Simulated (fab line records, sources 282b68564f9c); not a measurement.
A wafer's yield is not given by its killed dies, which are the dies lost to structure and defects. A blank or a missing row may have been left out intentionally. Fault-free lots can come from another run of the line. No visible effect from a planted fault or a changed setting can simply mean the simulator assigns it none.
Tool commonality check	flow ritCmos	Sample size 14 lots and 42 wafers

## REASON FOR OPENING
RIT_GATE_THK_MEAS_07, reading GATE_OXIDE_THK: flagged on 2 of 14 lots. Fault-free wafers read 3.05 nm, with a standard deviation of 0.067.
Rule: a lot is flagged when every wafer of it that has a number lies more than 4 standard deviations from that mean, or none has a number. All remaining lots are regarded as sound.

lot	measured	on	GATE_OXIDE_THK (nm), wafer by wafer	flag
L425	day 2 19:21	filmMetro-03	3.09 3.05 3.07	
L427	day 3 00:39	filmMetro-04	3.03 3.04 2.99	
L428	day 3 09:32	filmMetro-03	3.09 3.02 3.00	
L429	day 3 11:23	filmMetro-01	3.06 3.08 3.04	
L430	day 3 16:07	filmMetro-04	3.04 3.14 3.09	
L432	day 3 22:11	filmMetro-01	3.05 2.98 2.99	
L433	day 4 05:47	filmMetro-01	3.05 3.07 3.04	
L434	day 4 17:10	filmMetro-04	2.95 3.04 2.98	
L435	day 4 23:41	filmMetro-01	2.94 2.99 2.97	
L436	day 5 02:31	filmMetro-03	2.99 2.93 3.02	
L437	day 5 12:07	filmMetro-01	3.02 3.03 3.00	
L442	day 6 14:50	filmMetro-01	3.00 2.96 2.85	
L446	day 7 02:13	filmMetro-03	2.48 2.48 2.53	FLAGGED
L447	day 7 07:32	filmMetro-04	2.64 2.57 2.55	FLAGGED
The numbers of the flagged lots are 2.54 nm on average: -0.51 nm against the usual, or -8 standard deviations.

## WHICH TOOL RAN EACH LOT
The record holds 1 process step before the reading, out of a route of 202 steps. Cell contents, in order: the tool; ch with the chambers the sampled wafers went through; the start.
lot	flag	RIT_GATE_OXIDATION_05
L425		furnace-04 ch 0, day 2 16:19
L427		furnace-01 ch 0, day 2 23:11
L428		furnace-04 ch 0, day 3 07:03
L429		furnace-04 ch 0, day 3 10:04
L430		furnace-03 ch 0, day 3 14:17
L432		furnace-03 ch 0, day 3 20:51
L433		furnace-03 ch 0, day 4 02:02
L434		furnace-03 ch 0, day 4 10:51
L435		furnace-03 ch 0, day 4 19:05
L436		furnace-01 ch 0, day 5 01:11
L437		furnace-01 ch 0, day 5 07:37
L442		furnace-04 ch 0, day 6 11:10
L446	FLAGGED	furnace-03 ch 0, day 6 22:50
L447	FLAGGED	furnace-03 ch 0, day 7 05:47
These steps, and what they do:
- RIT_GATE_OXIDATION_05: target thk 3 nm, ox time 270 s.
- RIT_GATE_THK_MEAS_07

## FLAGGED OVER TOTAL, TOOL BY TOOL (the gauges that took the reading come last)
step	tool	lots run	flagged	share of the flagged lots	sound lots run after its first flagged lot
RIT_GATE_OXIDATION_05	furnace-01	3	0	none	-
RIT_GATE_OXIDATION_05	furnace-03	7	2	all	0
RIT_GATE_OXIDATION_05	furnace-04	4	0	none	-
RIT_GATE_THK_MEAS_07	filmMetro-01	6	0	none	-
RIT_GATE_THK_MEAS_07	filmMetro-03	4	1	some	0
RIT_GATE_THK_MEAS_07	filmMetro-04	4	1	some	0

## WHAT IS ALLOWED BY THE TABLE
1 row of the table ran every flagged lot: furnace-03 at RIT_GATE_OXIDATION_05.
- furnace-03 at RIT_GATE_OXIDATION_05 ran 7 lots, 2 of them flagged. It ran its last sound lot, L435, at day 4 19:05 and its first flagged lot, L446, at day 6 22:50: a fault with its onset between the two fits. Its own readings (spikeTcCentreC, spikeTcLoadC, spikeTcSourceC) fall more than 4 standard deviations out on all wafers of the flagged lots.
Left over: one tool, furnace-03 at RIT_GATE_OXIDATION_05.

## WHAT WAS PUT IN BY THE SIMULATOR
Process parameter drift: furnace-03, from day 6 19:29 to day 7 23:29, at RIT_GATE_OXIDATION_05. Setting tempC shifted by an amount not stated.
Struck lots among those shown: L446, L447. This agrees with what the rule above found.
